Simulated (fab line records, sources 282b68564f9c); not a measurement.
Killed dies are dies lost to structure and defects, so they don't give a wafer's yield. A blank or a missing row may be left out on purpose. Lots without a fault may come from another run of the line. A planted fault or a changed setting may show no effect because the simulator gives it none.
fab line records | flow rit_cmos
record lots=5 wafers=15 last_day=7
route steps=202 shown NWELL@30 PWELL@39 M1@202
lots that met no fault: from a run of the same line without faults
start_h: hours from the record's first day to the start of the lot's first wafer shown | wait_h: hours since the lot's step before | " the same as in the row above | L1.1+2: a row that stands for several wafers | - no value, or no start given | * or withheld: withheld | < > ~ a bound
route shown NAME@n: a module of which the file shows steps, and the number in the route of the first | usual: mean/standard deviation of fault-free wafers | same: alike in all rows | chamber/n: place in a boat | sites: the reading at each site | _std_site: their standard deviation | _edge_site: outer sites' mean less inner sites' | radius_mm: how far each site lies from the wafer's centre | mask NAME#n: copy n | behind: the tool/chamber that last shaped the wafer | hold: why the lot was held/for how many hours/how that ended | device: the transistor (n, p or np) that didn't switch | end of line: the same wafers' tests at the end of the route | a step without rows: its recipe alone | killed: dies lost to structure and defects at the first sort, not the wafer's yield | map: a wafer's dies, x killed, . not, _ none there
set.NAME: the setting as run; set.NAME@STEP: as run at that earlier step | model.NAME: the simulator's own value behind a step, which no gauge read
lots at some steps of the route; a table a step, a row a wafer
services: from which hour (start_h, from the record's first day; less than 0 if before it) a tool's chamber was out of use, for how many hours, and why
## steps
# step RIT_NWELL_SOFTBAKE_02
# recipe resist=NOVOLAK temp_c=90 time_s=60
# step RIT_NWELL_EXPOSE_03
# recipe mask_id=M2 na=0.57 target_cd_nm=43900 dose_mj=250
# step RIT_NWELL_PEB_04
# recipe resist=NOVOLAK temp_c=withheld time_s=withheld
# step RIT_NWELL_DEVELOP_05
# recipe resist=NOVOLAK develop_time_s=68 dev_temp_c=23
# step RIT_NWELL_OVL_MEAS_06
# usual NWELL_OVL=0.8/1.3
# columns lot.wafer tool chamber start_h wait_h NWELL_OVL[nm]
L369.1 overlay-02 - 45.51 - -0.9
L369.4 " - " " -0.2
L369.6 " - " " 0.1
L375.1 overlay-02 - 75.43 - 3.1
L375.3 " - " " 1.8
L375.6 " - " " 2.9
L377.2 overlay-02 - 86.29 - 0.4
L377.5 " - " " 0.8
L377.6 " - " " 0.8
L379.2 overlay-02 - 96.97 - 0.0
L379.3 " - " " 0.9
L379.4 " - " " 1.6
L385.1 overlay-01 - 127.71 - 2.2
L385.2 " - " " 2.4
L385.6 " - " " 2.5
# step RIT_NWELL_HARDBAKE_07
# recipe resist=NOVOLAK temp_c=140 time_s=120
# step RIT_NWELL_IMPLANT_08
# recipe species=P energy_kev=168.7 dose_cm2=5e+13 tilt_deg=7
# step RIT_NWELL_STRIP_09
# recipe chemistry=O2 time_s=180 resist=NOVOLAK platen_temp_c=withheld power_w=500 pressure_mtorr=4000 o2_flow_sccm=4000
# usual drypump_motor_current_A=6.0/0.51
# same time_s=180
# columns lot.wafer tool chamber start_h wait_h drypump_motor_current_A rf_hours_counter_h
L369.1 plasma_asher-04 0 45.95 0.1 6.6 46
L369.4 " 1 " " 5.2 -
L369.6 " 1 " " 5.3 -
L375.1 plasma_asher-01 0 75.86 0.1 5.7 48
L375.3 " 0 " " 5.8 -
L375.6 " 1 " " 6.3 -
L377.2 plasma_asher-01 1 86.72 0.1 6.3 49
L377.5 " 0 " " 5.7 -
L377.6 " 1 " " 6.3 -
L379.2 plasma_asher-04 1 97.40 0.1 5.2 52
L379.3 " 0 " " 6.7 -
L379.4 " 1 " " 5.2 -
L385.1 plasma_asher-02 1 128.14 0.1 6.5 32
L385.2 " 0 " " 5.4 32
L385.6 " 1 " " 6.5 -
# step RIT_NWELL_TW_MEAS_10
# usual NWELL_TW=2136/29
# columns lot.wafer tool chamber start_h wait_h NWELL_TW
L369.1 film_metro-04 - 46.12 0.1 2118
L369.4 " - " " 2124
L369.6 " - " " 2112
L375.1 film_metro-04 - 76.04 0.1 2116
L375.3 " - " " 2111
L375.6 " - " " 2102
L377.2 film_metro-01 - 86.91 0.1 2174
L377.5 " - " " 2180
L377.6 " - " " 2174
L379.2 film_metro-04 - 97.58 0.1 2125
L379.3 " - " " 2117
L379.4 " - " " 2125
L385.1 film_metro-02 - 128.32 0.1 2115
L385.2 " - " " 2113
L385.6 " - " " 2104
# step RIT_PWELL_HMDS_00
# recipe prime_time_s=60 prime_temp_c=140
# step RIT_PWELL_COAT_01
# recipe resist=NOVOLAK spin_rpm=2000 resist_thk_nm=1300
# step RIT_PWELL_SOFTBAKE_02
# recipe resist=NOVOLAK temp_c=90 time_s=60
# step RIT_PWELL_EXPOSE_03
# recipe mask_id=M3 na=0.57 target_cd_nm=43700 dose_mj=250
# columns lot.wafer tool chamber start_h wait_h mask
L369.1+4+6 iline_stepper-02 0 46.63 0.1 M3#0
L375.1+3+6 iline_stepper-02 0 76.67 0.2 M3_R1#0
L377.2+5+6 iline_stepper-01 0 87.55 0.2 M3#0
L379.2+3+4 iline_stepper-01 0 98.23 0.2 M3#0
L385.1+2+6 iline_stepper-01 0 128.95 0.2 M3#0
# step RIT_PWELL_PEB_04
# recipe resist=NOVOLAK temp_c=withheld time_s=withheld
# step RIT_M1_PROBE_99
# usual killed_at_M0_to_M3=0.0/0.14 killed_at_contacts=0.1/0.3 killed_at_front_end=6.5/2.9 killed_dies=6.6/3 killed_open=3.3/2 killed_short=3.3/1.9
# same gross_dies=264 killed_at_M4_up=0 killed_at_back_side=0 killed_at_other=0
# columns lot.wafer tool chamber start_h wait_h killed_at_M0_to_M3 killed_at_contacts killed_at_front_end killed_dies killed_open killed_short model.etest.well_edge_right.line_ohm_um model.etest.well_edge_left.line_ohm_um model.etest.iso_nwell_nwell.bv_v
L369.1 prober-02 - 83.67 0.1 0 0 8 8 2 6 180.2 182 21.76
L369.4 prober-02 - 83.82 0.2 0 0 8 8 5 3 180.1 181.5 22
L369.6 prober-02 - 83.92 0.2 0 0 12 12 5 7 181.7 184.2 21.83
L375.1 prober-02 - 113.66 0.1 1 0 6 7 1 6 171.9 170.2 22.7
L375.3 prober-02 - 113.76 0.2 0 0 7 7 4 3 171.6 172.6 22.58
L375.6 prober-02 - 113.91 0.2 0 0 2 2 1 1 170.3 169.8 22.96
L377.2 prober-02 - 123.21 0.1 0 0 4 4 4 0 182.5 184.1 22.46
L377.5 prober-02 - 123.36 0.2 0 0 8 8 6 2 183.8 182.8 22.19
L377.6 prober-02 - 123.41 0.2 0 0 2 2 1 1 185.3 183.4 22.48
L379.2 prober-02 - 136.77 0.1 0 1 4 5 5 0 181.3 181.8 22.13
L379.3 prober-02 - 136.82 0.2 0 0 1 1 0 1 180.2 182.7 22.09
L379.4 prober-02 - 136.87 0.2 0 1 13 14 7 7 180.5 182.9 22.27
L385.1 prober-02 - 171.43 0.1 0 0 10 10 6 4 183.4 182.3 22.24
L385.2 prober-02 - 171.48 0.1 0 1 4 5 1 4 181.7 181.8 22.55
L385.6 prober-02 - 171.68 0.2 0 0 5 5 4 1 184.2 182.6 22.44
# killed by level:class
L369.1 GATE:geometric_particle:short=5 FOX2:geometric_particle:short=1 FOX2:geometric_particle:open=1 SILICIDE:geometric_particle:open=1
L369.4 GATE:geometric_particle:open=5 GATE:geometric_particle:short=2 FOX1:geometric_particle:short=1
L369.6 FOX2:geometric_particle:open=2 FOX2:geometric_particle:short=2 GATE:geometric_particle:short=2 GATE:geometric_particle:open=2 REOX:geometric_particle:short=2 REOX:geometric_particle:open=1 SILICIDE:geometric_particle:short=1
L375.1 FOX1:geometric_particle:short=1 FOX2:geometric_particle:short=1 GATE:geometric_particle:short=1 GATE:geometric_particle:open=1 REOX:geometric_particle:short=1 SPACER:geometric_particle:short=1 M1:geometric_particle:short=1
L375.3 GATE:geometric_particle:open=3 FOX1:geometric_particle:short=1 FOX2:geometric_particle:open=1 GATE:geometric_particle:short=1 SPACER:geometric_particle:short=1
L375.6 REOX:geometric_particle:open=1 SILICIDE:geometric_particle:short=1
L377.2 GATE:geometric_particle:open=2 REOX:geometric_particle:open=1 SPACER:geometric_particle:open=1
L377.5 GATE:geometric_particle:open=3 FOX1:geometric_particle:short=1 FOX1:geometric_particle:open=1 GATE:geometric_particle:short=1 REOX:geometric_particle:open=1 SILICIDE:geometric_particle:open=1
L377.6 GATE:geometric_particle:short=1 SPACER:geometric_particle:open=1
L379.2 REOX:geometric_particle:open=2 FOX2:geometric_particle:open=1 GATE:geometric_particle:open=1 CONTACT:geometric_particle:open=1
L379.3 FOX1:geometric_particle:short=1
L379.4 GATE:geometric_particle:open=3 FOX1:geometric_particle:short=2 GATE:geometric_particle:short=2 REOX:geometric_particle:open=2 REOX:geometric_particle:short=2 SPACER:geometric_particle:short=1 SILICIDE:geometric_particle:open=1 CONTACT:geometric_particle:open=1
L385.1 FOX1:geometric_particle:open=2 GATE:geometric_particle:short=2 GATE:geometric_particle:open=2 REOX:geometric_particle:open=2 SPACER:geometric_particle:short=2
L385.2 GATE:geometric_particle:short=3 SPACER:geometric_particle:short=1 CONTACT:geometric_particle:open=1
L385.6 GATE:geometric_particle:open=3 FOX1:geometric_particle:open=1 SILICIDE:geometric_particle:short=1
## services
# columns tool chamber start_h hours kind
iline_stepper-01 - 23.60 11.7 repair
iline_stepper-02 - 29.49 2.2 repair
iline_stepper-01 - 39.28 4.4 pm
plasma_asher-04 - 108.75 9.0 pm
plasma_asher-04 0 108.75 9.0 vent_cycle
plasma_asher-04 1 108.75 9.0 vent_cycle
plasma_asher-04 0 117.75 - clean
plasma_asher-04 1 117.75 - clean
iline_stepper-02 - 119.07 1.7 pm
## key
first_sign step=RIT_PWELL_EXPOSE_03 reading=mask direction=changed
effect none on later readings
model_effect step=RIT_M1_PROBE_99 value=etest.well_edge_right.line_ohm_um without=182.3 struck=171.3
met_at RIT_PWELL_EXPOSE_03
struck_wafers L375.1,L375.3,L375.6
tester_left_out L375
onset_between 46.63 76.67
fault kind=wrong_mask tool=any chamber=- onset_h=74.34 steps=RIT_PWELL_EXPOSE_03 aux_copy=M3_R1#0 cd_offset_nm=-350 scope=struck_lots_only
# tester_left_out: of these lots the tester's yield and bins aren't shown, on N5 and GAA mostly nor the transistor test; their killed dies are dies lost to structure and defects alone, not to doping, threshold or leakage, so they don't give the yield
